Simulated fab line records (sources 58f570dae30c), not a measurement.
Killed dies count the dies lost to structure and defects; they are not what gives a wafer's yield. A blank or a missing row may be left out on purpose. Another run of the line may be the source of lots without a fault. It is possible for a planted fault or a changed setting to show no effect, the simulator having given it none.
fab line records	flow berkeley-cmos170
record: lots: 5	wafers: 23
route steps=331 shown NLDD@167 PSD@178 NSD@195 SDANNEAL@204 V1@254 V2@292
start-h: start of the lot's first displayed wafer, in hours after the record's first day	wait-h: hours from the lot's prior step to this one	" repeats the value in the row above	L1.1+2: a row that stands for several wafers	- no value present, or no start provided	* or withheld: withheld	< > ~ a bound
route shown NAME@n: a module of which the file shows steps, and the number in the route of the first	usual: average and standard deviation across the fault-free wafers	same: alike in all rows	chamber/n: place in a boat	sites: readings site by site	_std_site: their standard deviation	_edge_site: the outer-site mean with the inner-site mean subtracted	radius-mm: how far each site lies from the wafer's centre	mask NAME#n: copy n	behind: the tool/chamber that last shaped the wafer	hold: why the lot was held/for how many hours/how that ended	device: transistor that didn't switch, given as n, p or np	end of line: the tests these same wafers got at the end of their route	a step with no rows: only its recipe	killed: dies lost to structure and defects at the first sort, not the wafer's yield	map: a wafer's dies, x killed, . not, _ none there
set.NAME: the setting as run; set.NAME@STEP: as run at that earlier step	model.NAME: the simulator's own value behind a step, which no gauge read
one table per step and one row per wafer, for lots whose settings were changed on purpose
== steps ==
step: UCB170_NLDD_IMPLANT_09
recipe: species: As	dose-cm2: 5e+13	energy-kev: 30	tilt-deg: 7	rotation-deg: 180
lot.wafer	tool	chamber	start-h	wait-h	set.dose-cm2
L078.1+2+4	implanter-01	0	148.71	0.1	5e+13
L079.2+3+4+5+6	implanter-03	0	159.31	0.1	5e+13
L081.1+2+6	implanter-01	0	171.31	0.1	5e+13
L081.4+5	"	0	"	"	5.16e+13
L082.2+3+4	implanter-03	0	171.89	0.1	5e+13
L082.5+6	"	0	"	"	5.101e+13
L084.1+2+3+4+6	implanter-03	0	177.11	0.1	5e+13
step: UCB170_PSD_EXPOSE_03
recipe: mask-id: PSELECT_MOD	na: 0.5	sigma-outer: 0.6	source-shape: conventional	target-cd-nm: 1200	dose-mj: 30
lot.wafer	tool	chamber	start-h	wait-h	mask	set.dose-mj
L078.1+2+4	krf-scanner-01	0	156.27	0.2	PSELECT_MOD#0	30
L079.2+5+6	krf-scanner-01	0	164.51	0.3	PSELECT_MOD#0	29.36
L079.3+4	"	0	"	"	PSELECT_MOD#0	30
L081.1+5	krf-scanner-02	0	176.51	0.1	PSELECT_MOD#0	30
L081.2+4+6	"	0	"	"	PSELECT_MOD#0	28.94
L082.2+4+5	krf-scanner-01	0	176.88	0.2	PSELECT_MOD#0	30
L082.3+6	"	0	"	"	PSELECT_MOD#0	32.13
L084.1+4+6	krf-scanner-01	0	185.21	0.5	PSELECT_MOD#0	30
L084.2+3	"	0	"	"	PSELECT_MOD#0	27.88
step: UCB170_PSD_PEB_04
recipe: peb-temp-c: 130	peb-time-s: withheld	resist: KrF
step: UCB170_PSD_DEVELOP_05
recipe: developer: TMAH	develop-time-s: 45	resist: KrF	dev-temp-c: 21
step: UCB170_PSD_CD_MEAS_06
recipe: target-cd-nm: 1200
usual: cd-nm: 1199.8/1.4
lot.wafer	tool	chamber	start-h	wait-h	set.dose-mj@PSD_EXPOSE_03	cd-nm
L078.1	cd-sem-02	-	156.85	-	30	1199.4
L078.2	"	-	"	"	30	1201.2
L078.4	"	-	"	"	30	1201.9
L079.2	cd-sem-01	-	164.93	-	29.36	1195.5
L079.3	"	-	"	"	30	1199.4
L079.4	"	-	"	"	30	1197.2
L079.5	"	-	"	"	29.36	1195.5
L079.6	"	-	"	"	29.36	1195.3
L081.1	cd-sem-01	-	177.23	-	30	1202.2
L081.2	"	-	"	"	28.94	1196.4
L081.4	"	-	"	"	28.94	1196.2
L081.5	"	-	"	"	30	1203.2
L081.6	"	-	"	"	28.94	1194.0
L082.2	cd-sem-02	-	177.76	-	30	1199.1
L082.3	"	-	"	"	32.13	1214.1
L082.4	"	-	"	"	30	1201.6
L082.5	"	-	"	"	30	1201.4
L082.6	"	-	"	"	32.13	1212.8
L084.1	cd-sem-02	-	185.60	-	30	1198.8
L084.2	"	-	"	"	27.88	1184.9
L084.3	"	-	"	"	27.88	1184.3
L084.4	"	-	"	"	30	1198.2
L084.6	"	-	"	"	30	1199.5
step: UCB170_PSD_IMPLANT_08
recipe: species: B	dose-cm2: 3e+15	energy-kev: 20	tilt-deg: 7
lot.wafer	tool	chamber	start-h	wait-h	set.dose-cm2
L078.1+2+4	implanter-03	0	157.00	0.0	3e+15
L079.2+3+4+5+6	implanter-03	0	165.09	0.0	3e+15
L081.1+5+6	implanter-04	0	177.39	0.0	2.797e+15
L081.2+4	"	0	"	"	3e+15
L082.2+3+4+5+6	implanter-03	0	177.92	0.0	3e+15
L084.1+3+6	implanter-04	0	185.75	0.0	2.825e+15
L084.2+4	"	0	"	"	3e+15
step: UCB170_PSD_STRIP_09
recipe: chemistry: O2	power-w: 400	pressure-mtorr: 3500	platen-temp-c: withheld	o2-flow-sccm: 400	overash-fraction: 0.5
usual: strip-time-to-endpoint-s: 29.41/0.079
lot.wafer	tool	chamber	start-h	wait-h	set.dose-cm2@PSD_IMPLANT_08	strip-time-to-endpoint-s
L078.1	plasma-asher-01	1	157.15	0.1	3e+15	29.47
L078.2	"	0	"	"	3e+15	29.58
L078.4	"	0	"	"	3e+15	29.45
L079.2	plasma-asher-01	1	165.21	0.1	3e+15	29.34
L079.3	"	0	"	"	3e+15	29.42
L079.4	"	1	"	"	3e+15	29.37
L079.5	"	0	"	"	3e+15	29.30
L079.6	"	1	"	"	3e+15	29.31
L081.1	plasma-asher-01	1	177.54	0.1	2.797e+15	28.60
L081.2	"	0	"	"	3e+15	29.39
L081.4	"	1	"	"	3e+15	29.38
L081.5	"	1	"	"	2.797e+15	28.54
L081.6	"	0	"	"	2.797e+15	28.62
L082.2	plasma-asher-01	0	178.04	0.1	3e+15	29.41
L082.3	"	1	"	"	3e+15	29.40
L082.4	"	0	"	"	3e+15	29.36
L082.5	"	0	"	"	3e+15	29.38
L082.6	"	1	"	"	3e+15	29.37
L084.1	plasma-asher-01	0	185.90	0.1	2.825e+15	28.88
L084.2	"	1	"	"	3e+15	29.58
L084.3	"	0	"	"	2.825e+15	28.90
L084.4	"	1	"	"	3e+15	29.44
L084.6	"	1	"	"	2.825e+15	28.82
step: UCB170_PSD_TW_MEAS_10
usual: PSD_TW: 2318/15
lot.wafer	tool	chamber	start-h	wait-h	set.dose-cm2@PSD_IMPLANT_08	PSD_TW
L078.1	film-metro-04	-	157.25	0.1	3e+15	2314
L078.2	"	-	"	"	3e+15	2330
L078.4	"	-	"	"	3e+15	2327
L079.2	film-metro-02	-	165.32	0.1	3e+15	2317
L079.3	"	-	"	"	3e+15	2300
L079.4	"	-	"	"	3e+15	2316
L079.5	"	-	"	"	3e+15	2314
L079.6	"	-	"	"	3e+15	2317
L081.1	film-metro-03	-	177.64	0.1	2.797e+15	2279
L081.2	"	-	"	"	3e+15	2341
L081.4	"	-	"	"	3e+15	2341
L081.5	"	-	"	"	2.797e+15	2294
L081.6	"	-	"	"	2.797e+15	2299
L082.2	film-metro-02	-	178.15	0.1	3e+15	2313
L082.3	"	-	"	"	3e+15	2314
L082.4	"	-	"	"	3e+15	2300
L082.5	"	-	"	"	3e+15	2303
L082.6	"	-	"	"	3e+15	2314
L084.1	film-metro-02	-	186.00	0.1	2.825e+15	2270
L084.2	"	-	"	"	3e+15	2303
L084.3	"	-	"	"	2.825e+15	2257
L084.4	"	-	"	"	3e+15	2310
L084.6	"	-	"	"	2.825e+15	2257
step: UCB170_NSD_IMPLANT_08
recipe: species: P	dose-cm2: 3e+15	energy-kev: 40	tilt-deg: 7
lot.wafer	tool	chamber	start-h	wait-h	set.dose-cm2
L078.1+2+4	implanter-01	0	158.62	0.0	3e+15
L079.2+3+5	implanter-02	0	168.61	0.0	3e+15
L079.4+6	"	0	"	"	3.154e+15
L081.1+2+4+5+6	implanter-02	0	178.87	0.0	3e+15
L082.2+3+5	implanter-04	0	179.42	0.0	3e+15
L082.4+6	"	0	"	"	2.781e+15
L084.1+2+3+4+6	implanter-02	0	187.48	0.0	3e+15
step: UCB170_NSD_STRIP_09
recipe: chemistry: O2	power-w: 400	pressure-mtorr: 3500	platen-temp-c: withheld	o2-flow-sccm: 400	overash-fraction: 0.5
usual: strip-time-to-endpoint-s: 35.82/0.053
lot.wafer	tool	chamber	start-h	wait-h	set.dose-cm2@NSD_IMPLANT_08	strip-time-to-endpoint-s
L078.1	plasma-asher-01	0	158.77	0.1	3e+15	35.87
L078.2	"	1	"	"	3e+15	35.82
L078.4	"	1	"	"	3e+15	35.83
L079.2	plasma-asher-03	1	168.73	0.1	3e+15	35.77
L079.3	"	0	"	"	3e+15	35.76
L079.4	"	1	"	"	3.154e+15	36.24
L079.5	"	0	"	"	3e+15	35.77
L079.6	"	1	"	"	3.154e+15	36.28
L081.1	plasma-asher-03	0	179.02	0.1	3e+15	35.76
L081.2	"	1	"	"	3e+15	35.80
L081.4	"	0	"	"	3e+15	35.77
L081.5	"	0	"	"	3e+15	35.77
L081.6	"	1	"	"	3e+15	35.85
L082.2	plasma-asher-02	0	179.54	0.1	3e+15	35.86
L082.3	"	0	"	"	3e+15	35.79
L082.4	"	1	"	"	2.781e+15	35.11
L082.5	"	0	"	"	3e+15	35.77
L082.6	"	1	"	"	2.781e+15	35.13
L084.1	plasma-asher-02	0	187.63	0.1	3e+15	35.82
L084.2	"	1	"	"	3e+15	35.77
L084.3	"	0	"	"	3e+15	35.83
L084.4	"	1	"	"	3e+15	35.77
L084.6	"	1	"	"	3e+15	35.85
step: UCB170_NSD_CLEAN_11
recipe: chemistry: SPM	temp-c: 120	time-s: 600
step: UCB170_SDANNEAL_RTA_00
recipe: temp-c: 900	time-s: 10	ambient: N2
step: UCB170_SDANNEAL_RTA_01
recipe: temp-c: 1050	time-s: 5	ambient: N2
step: UCB170_SDANNEAL_RS_MEAS_02
recipe: thk-meas-gauge: four-point-probe
usual: PSD_RS: 75.59/0.2
lot.wafer	tool	chamber	start-h	wait-h	set.dose-cm2@PSD_IMPLANT_08	PSD_RS[ohm/sq]
L078.1	film-metro-03	-	160.24	0.0	3e+15	75.34
L078.2	"	-	"	"	3e+15	75.12
L078.4	"	-	"	"	3e+15	75.63
L079.2	film-metro-02	-	170.06	0.1	3e+15	75.60
L079.3	"	-	"	"	3e+15	75.46
L079.4	"	-	"	"	3e+15	75.64
L079.5	"	-	"	"	3e+15	75.81
L079.6	"	-	"	"	3e+15	75.85
L081.1	film-metro-02	-	180.22	0.0	2.797e+15	79.62
L081.2	"	-	"	"	3e+15	75.62
L081.4	"	-	"	"	3e+15	75.64
L081.5	"	-	"	"	2.797e+15	79.45
L081.6	"	-	"	"	2.797e+15	79.29
L082.2	film-metro-04	-	180.76	0.1	3e+15	75.69
L082.3	"	-	"	"	3e+15	75.75
L082.4	"	-	"	"	3e+15	75.61
L082.5	"	-	"	"	3e+15	75.82
L082.6	"	-	"	"	3e+15	75.72
L084.1	film-metro-04	-	188.81	0.0	2.825e+15	79.05
L084.2	"	-	"	"	3e+15	75.74
L084.3	"	-	"	"	2.825e+15	79.33
L084.4	"	-	"	"	3e+15	75.73
L084.6	"	-	"	"	2.825e+15	79.37
step: UCB170_SDANNEAL_RS_MEAS_03
recipe: thk-meas-gauge: four-point-probe
usual: NSD_RS: 37.31/0.094
lot.wafer	tool	chamber	start-h	wait-h	set.dose-cm2@NSD_IMPLANT_08	NSD_RS[ohm/sq]
L078.1	film-metro-03	-	160.36	0.1	3e+15	37.35
L078.2	"	-	"	"	3e+15	37.31
L078.4	"	-	"	"	3e+15	37.32
L079.2	film-metro-02	-	170.18	0.1	3e+15	37.24
L079.3	"	-	"	"	3e+15	37.22
L079.4	"	-	"	"	3.154e+15	36.55
L079.5	"	-	"	"	3e+15	37.26
L079.6	"	-	"	"	3.154e+15	36.52
L081.1	film-metro-02	-	180.34	0.1	3e+15	37.06
L081.2	"	-	"	"	3e+15	37.14
L081.4	"	-	"	"	3e+15	37.22
L081.5	"	-	"	"	3e+15	37.14
L081.6	"	-	"	"	3e+15	37.22
L082.2	film-metro-04	-	180.88	0.1	3e+15	37.47
L082.3	"	-	"	"	3e+15	37.38
L082.4	"	-	"	"	2.781e+15	38.82
L082.5	"	-	"	"	3e+15	37.37
L082.6	"	-	"	"	2.781e+15	38.67
L084.1	film-metro-04	-	188.93	0.1	3e+15	37.46
L084.2	"	-	"	"	3e+15	37.46
L084.3	"	-	"	"	3e+15	37.50
L084.4	"	-	"	"	3e+15	37.37
L084.6	"	-	"	"	3e+15	37.48
step: UCB170_SDANNEAL_RS_MEAS_05
recipe: thk-meas-gauge: four-point-probe
usual: NLDD_RS: 617.0/1.4
lot.wafer	tool	chamber	start-h	wait-h	set.dose-cm2@NLDD_IMPLANT_09	NLDD_RS[ohm/sq]
L078.1	film-metro-03	-	160.60	0.1	5e+13	616.5
L078.2	"	-	"	"	5e+13	618.8
L078.4	"	-	"	"	5e+13	619.7
L079.2	film-metro-02	-	170.42	0.1	5e+13	614.5
L079.3	"	-	"	"	5e+13	616.2
L079.4	"	-	"	"	5e+13	616.2
L079.5	"	-	"	"	5e+13	616.5
L079.6	"	-	"	"	5e+13	615.7
L081.1	film-metro-02	-	180.58	0.1	5e+13	617.2
L081.2	"	-	"	"	5e+13	618.9
L081.4	"	-	"	"	5.16e+13	609.7
L081.5	"	-	"	"	5.16e+13	610.8
L081.6	"	-	"	"	5e+13	616.1
L082.2	film-metro-04	-	181.12	0.1	5e+13	618.6
L082.3	"	-	"	"	5e+13	618.1
L082.4	"	-	"	"	5e+13	617.9
L082.5	"	-	"	"	5.101e+13	613.1
L082.6	"	-	"	"	5.101e+13	614.2
L084.1	film-metro-04	-	189.17	0.1	5e+13	616.7
L084.2	"	-	"	"	5e+13	617.9
L084.3	"	-	"	"	5e+13	616.7
L084.4	"	-	"	"	5e+13	617.5
L084.6	"	-	"	"	5e+13	617.8
step: UCB170_V1_CVD_00
recipe: material: SiO2	target-thk-nm: 2000	temp-c: 390	precursor: TEOS/O2	time-s: 250	rf-w: 550	pressure-mtorr: 9000
lot.wafer	tool	chamber	start-h	wait-h	set.time-s	model.SiO2_of_V1_CVD_00.thk-nm
L078.1	pecvd-02	2	170.70	0.0	250	1985
L078.2	"	0	"	"	250	1964
L078.4	"	1	"	"	250	1996
L079.2	pecvd-04	2	187.00	0.0	213.1	1695
L079.3	"	1	"	"	213.1	1698
L079.4	"	1	"	"	250	1999
L079.5	"	0	"	"	250	2050
L079.6	"	2	"	"	213.1	1706
L081.1	pecvd-02	1	195.04	0.0	250	1966
L081.2	"	0	"	"	250	1972
L081.4	"	0	"	"	221	1790
L081.5	"	2	"	"	250	2029
L081.6	"	1	"	"	221	1771
L082.2	pecvd-04	1	195.04	0.0	271.1	2168
L082.3	"	2	"	"	250	1979
L082.4	"	1	"	"	250	2023
L082.5	"	0	"	"	271.1	2199
L082.6	"	2	"	"	271.1	2182
L084.1	pecvd-02	0	201.56	0.0	230.2	1845
L084.2	"	1	"	"	250	1993
L084.3	"	2	"	"	230.2	1846
L084.4	"	1	"	"	250	2016
L084.6	"	0	"	"	250	2044
step: UCB170_V1_THK_MEAS_01
recipe: reads: SiO2_of_V1_CVD_00
usual: V1_TEOS_THK: 2006/28
lot.wafer	tool	chamber	start-h	wait-h	set.time-s@V1_CVD_00	V1_TEOS_THK[nm]
L078.1	film-metro-03	-	170.86	0.1	250	1986
L078.2	"	-	"	"	250	1963
L078.4	"	-	"	"	250	1996
L079.2	film-metro-03	-	187.17	0.1	213.1	1697
L079.3	"	-	"	"	213.1	1698
L079.4	"	-	"	"	250	2000
L079.5	"	-	"	"	250	2050
L079.6	"	-	"	"	213.1	1705
L081.1	film-metro-02	-	195.20	0.1	250	1966
L081.2	"	-	"	"	250	1972
L081.4	"	-	"	"	221	1790
L081.5	"	-	"	"	250	2030
L081.6	"	-	"	"	221	1771
L082.2	film-metro-03	-	195.21	0.1	271.1	2167
L082.3	"	-	"	"	250	1979
L082.4	"	-	"	"	250	2022
L082.5	"	-	"	"	271.1	2199
L082.6	"	-	"	"	271.1	2181
L084.1	film-metro-01	-	201.71	0.1	230.2	1846
L084.2	"	-	"	"	250	1993
L084.3	"	-	"	"	230.2	1847
L084.4	"	-	"	"	250	2017
L084.6	"	-	"	"	250	2042
step: UCB170_V1_ETCH_14
recipe: chemistry: CHF3/CF4/Ar	target: SiO2	stop-on: Al	CHF3_flow_sccm: 45	cf4-flow-sccm: 15	Ar_flow_sccm: 150	pressure-mtorr: 200	rf-w: 700	target-depth-a: 12500	over-etch-frac: 0.25	time-s: 291
lot.wafer	tool	chamber	start-h	wait-h	set.time-s	model.KrF_of_V1_COAT_07.thk-nm
L078.1	rie-diel-02	3	172.91	0.0	291	605.9
L078.2	"	1	"	"	291	604.1
L078.4	"	3	"	"	291	607
L079.2	rie-diel-01	0	189.29	0.0	332.3	563.2
L079.3	"	2	"	"	291	605.6
L079.4	"	1	"	"	332.3	568
L079.5	"	0	"	"	332.3	564.2
L079.6	"	3	"	"	291	609.7
L081.1	rie-diel-02	0	197.57	0.0	291	616.6
L081.2	"	2	"	"	291	614.1
L081.4	"	0	"	"	333.9	578.1
L081.5	"	2	"	"	333.9	573.5
L081.6	"	3	"	"	333.9	565.6
L082.2	rie-diel-04	3	197.84	0.0	291	607
L082.3	"	1	"	"	291	606
L082.4	"	2	"	"	321.9	576.6
L082.5	"	0	"	"	291	612.5
L082.6	"	1	"	"	321.9	580.9
L084.1	rie-diel-02	0	203.98	0.0	291	613.2
L084.2	"	2	"	"	291	612.7
L084.3	"	3	"	"	329.5	565.6
L084.4	"	0	"	"	329.5	581.3
L084.6	"	2	"	"	329.5	574.9
step: UCB170_V1_STRIP_15
recipe: chemistry: O2	power-w: 400	pressure-mtorr: 3500	platen-temp-c: withheld	o2-flow-sccm: 400	overash-fraction: 0.5
usual: strip-time-to-endpoint-s: 15.29/0.1
lot.wafer	tool	chamber	start-h	wait-h	set.time-s@V1_ETCH_14	strip-time-to-endpoint-s
L078.1	plasma-asher-01	0	173.08	0.1	291	15.21
L078.2	"	1	"	"	291	15.16
L078.4	"	1	"	"	291	15.24
L079.2	plasma-asher-03	0	189.47	0.1	332.3	14.21
L079.3	"	0	"	"	291	15.21
L079.4	"	1	"	"	332.3	14.33
L079.5	"	1	"	"	332.3	14.23
L079.6	"	0	"	"	291	15.30
L081.1	plasma-asher-03	0	197.75	0.1	291	15.45
L081.2	"	1	"	"	291	15.41
L081.4	"	0	"	"	333.9	14.56
L081.5	"	0	"	"	333.9	14.44
L081.6	"	1	"	"	333.9	14.25
L082.2	plasma-asher-02	0	198.02	0.1	291	15.25
L082.3	"	1	"	"	291	15.20
L082.4	"	0	"	"	321.9	14.52
L082.5	"	1	"	"	291	15.35
L082.6	"	0	"	"	321.9	14.62
L084.1	plasma-asher-03	1	204.16	0.1	291	15.39
L084.2	"	0	"	"	291	15.38
L084.3	"	0	"	"	329.5	14.26
L084.4	"	1	"	"	329.5	14.62
L084.6	"	0	"	"	329.5	14.49
step: UCB170_V2_CVD_00
recipe: material: SiO2	target-thk-nm: 2000	temp-c: 390	precursor: TEOS/O2	time-s: 250	rf-w: 550	pressure-mtorr: 9000
lot.wafer	tool	chamber	start-h	wait-h	set.time-s	model.SiO2_of_V2_CVD_00.thk-nm
L078.1	pecvd-04	0	176.02	0.1	250	1992
L078.2	"	2	"	"	250	1974
L078.4	"	1	"	"	250	2017
L079.2	pecvd-04	2	192.77	0.1	260.7	2113
L079.3	"	1	"	"	260.7	2125
L079.4	"	2	"	"	260.7	2153
L079.5	"	0	"	"	250	2085
L079.6	"	1	"	"	250	2102
L081.1	pecvd-04	0	200.63	0.1	250	2011
L081.2+5	"	1	"	"	265.2	2162
L081.4	"	0	"	"	250	2059
L081.6	"	2	"	"	250	2033
L082.2	pecvd-03	0	201.13	0.1	250	1978
L082.3	"	1	"	"	250	2007
L082.4	"	2	"	"	250	1973
L082.5	"	0	"	"	250	1984
L082.6	"	1	"	"	250	2009
L084.1	pecvd-04	0	208.46	0.1	213.8	1742
L084.2	"	1	"	"	250	2010
L084.3	"	2	"	"	250	1987
L084.4	"	2	"	"	213.8	1755
L084.6	"	0	"	"	213.8	1764
step: UCB170_V2_THK_MEAS_01
recipe: reads: SiO2_of_V2_CVD_00
usual: V2_TEOS_THK: 2009/32
lot.wafer	tool	chamber	start-h	wait-h	set.time-s@V2_CVD_00	V2_TEOS_THK[nm]
L078.1	film-metro-02	-	176.17	0.1	250	1991
L078.2	"	-	"	"	250	1972
L078.4	"	-	"	"	250	2017
L079.2	film-metro-04	-	192.94	0.1	260.7	2113
L079.3	"	-	"	"	260.7	2124
L079.4	"	-	"	"	260.7	2153
L079.5	"	-	"	"	250	2084
L079.6	"	-	"	"	250	2102
L081.1	film-metro-04	-	200.78	0.1	250	2010
L081.2	"	-	"	"	265.2	2163
L081.4	"	-	"	"	250	2060
L081.5	"	-	"	"	265.2	2162
L081.6	"	-	"	"	250	2033
L082.2	film-metro-04	-	201.30	0.1	250	1977
L082.3	"	-	"	"	250	2007
L082.4	"	-	"	"	250	1973
L082.5	"	-	"	"	250	1983
L082.6	"	-	"	"	250	2008
L084.1	film-metro-04	-	208.61	0.1	213.8	1741
L084.2	"	-	"	"	250	2010
L084.3	"	-	"	"	250	1987
L084.4	"	-	"	"	213.8	1754
L084.6	"	-	"	"	213.8	1764
step: UCB170_V2_CMP_02
recipe: material: SiO2	down-force-psi: 6	platen-rpm: 60	pad-velocity-m-s: 0.75398
lot.wafer	tool	chamber	start-h	wait-h	set.leave-above-ref-nm	model.SiO2_of_V2_CVD_00.thk-nm
L078.2	cmp-02	3	176.23	0.0	1000	998.3
L078.1	"	0	"	"	1000	998.4
L078.4	"	2	"	"	1000	999.3
L079.3+6	cmp-02	3	192.99	0.0	1000	1001
L079.2	"	1	"	"	1000	999.8
L079.4	"	2	"	"	1000	1002
L079.5	"	0	"	"	1000	1000
L081.1	cmp-01	3	200.89	0.1	1000	1003
L081.2+4	"	0,1	"	"	1000	1002
L081.6	"	2	"	"	1000	999.3
L081.5	"	3	"	"	1000	1001
L082.4+2	cmp-02	2,3	201.35	0.0	1040	1041
L082.3	"	0	"	"	1000	998.2
L082.5	"	2	"	"	1000	1000
L082.6	"	3	"	"	1040	1040
L084.4+1	cmp-01	0,3	208.67	0.0	1000	1001
L084.2	"	1	"	"	1000	1002
L084.3	"	2	"	"	1057	1057
L084.6	"	0	"	"	1057	1058
step: UCB170_V2_THK_MEAS_04
recipe: reads: SiO2_of_V2_CVD_00
usual: V2_POLISHED_THK: 1000.5/1.2
lot.wafer	tool	chamber	start-h	wait-h	set.leave-above-ref-nm@V2_CMP_02	V2_POLISHED_THK[nm]
L078.1	film-metro-02	-	176.65	0.1	1000	998.4
L078.2	"	-	"	"	1000	998.3
L078.4	"	-	"	"	1000	999.5
L079.2	film-metro-04	-	193.42	0.1	1000	1000.1
L079.3	"	-	"	"	1000	1000.4
L079.4	"	-	"	"	1000	1002.2
L079.5	"	-	"	"	1000	999.4
L079.6	"	-	"	"	1000	1000.8
L081.1	film-metro-01	-	201.26	0.1	1000	1003.2
L081.2	"	-	"	"	1000	1000.4
L081.4	"	-	"	"	1000	1003.1
L081.5	"	-	"	"	1000	1000.8
L081.6	"	-	"	"	1000	998.9
L082.2	film-metro-02	-	201.78	0.1	1040	1040.3
L082.3	"	-	"	"	1000	998.2
L082.4	"	-	"	"	1040	1040.8
L082.5	"	-	"	"	1000	1000.4
L082.6	"	-	"	"	1040	1040.7
L084.1	film-metro-01	-	209.11	0.1	1000	1001.4
L084.2	"	-	"	"	1000	1002.5
L084.3	"	-	"	"	1057	1056.6
L084.4	"	-	"	"	1000	1001.1
L084.6	"	-	"	"	1057	1058.6
== key ==
split: step: UCB170_NLDD_IMPLANT_09	setting: dose-cm2	stated: 5e+13	by: wafer
response: step: UCB170_SDANNEAL_RS_MEAS_05	reading: NLDD_RS	change: -2.24	per: 1%	r: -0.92
split: step: UCB170_PSD_EXPOSE_03	setting: dose-mj	stated: 30	by: wafer
response: step: UCB170_PSD_CD_MEAS_06	reading: cd-nm	change: +1.89	per: 1%	r: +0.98
split: step: UCB170_PSD_IMPLANT_08	setting: dose-cm2	stated: 3e+15	by: wafer
response: step: UCB170_PSD_STRIP_09	reading: strip-time-to-endpoint-s	change: *	per: 1%	r: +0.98
response: step: UCB170_PSD_TW_MEAS_10	reading: PSD_TW	change: +7.57	per: 1%	r: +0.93
response: step: UCB170_SDANNEAL_RS_MEAS_02	reading: PSD_RS	change: -0.581	per: 1%	r: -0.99
split: step: UCB170_NSD_IMPLANT_08	setting: dose-cm2	stated: 3e+15	by: wafer
response: step: UCB170_NSD_STRIP_09	reading: strip-time-to-endpoint-s	change: *	per: 1%	r: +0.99
response: step: UCB170_SDANNEAL_RS_MEAS_03	reading: NSD_RS	change: -0.168	per: 1%	r: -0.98
split: step: UCB170_V1_CVD_00	setting: time-s	stated: 250	by: wafer
response: step: UCB170_V1_CVD_00	reading: model.SiO2_of_V1_CVD_00.thk-nm	change: +20.8	per: 1%	r: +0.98
response: step: UCB170_V1_THK_MEAS_01	reading: V1_TEOS_THK	change: +20.8	per: 1%	r: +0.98
split: step: UCB170_V1_ETCH_14	setting: time-s	stated: 291	by: wafer
response: step: UCB170_V1_ETCH_14	reading: model.KrF_of_V1_COAT_07.thk-nm	change: -2.93	per: 1%	r: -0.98
response: step: UCB170_V1_STRIP_15	reading: strip-time-to-endpoint-s	change: *	per: 1%	r: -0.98
split: step: UCB170_V2_CVD_00	setting: time-s	stated: 250	by: wafer
response: step: UCB170_V2_CVD_00	reading: model.SiO2_of_V2_CVD_00.thk-nm	change: +16.9	per: 1%	r: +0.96
response: step: UCB170_V2_THK_MEAS_01	reading: V2_TEOS_THK	change: +16.9	per: 1%	r: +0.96
split: step: UCB170_V2_CMP_02	setting: leave-above-ref-nm	stated: 1000	by: wafer
response: step: UCB170_V2_CMP_02	reading: model.SiO2_of_V2_CVD_00.thk-nm	change: +10	per: 1%	r: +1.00
response: step: UCB170_V2_THK_MEAS_04	reading: V2_POLISHED_THK	change: +9.98	per: 1%	r: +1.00
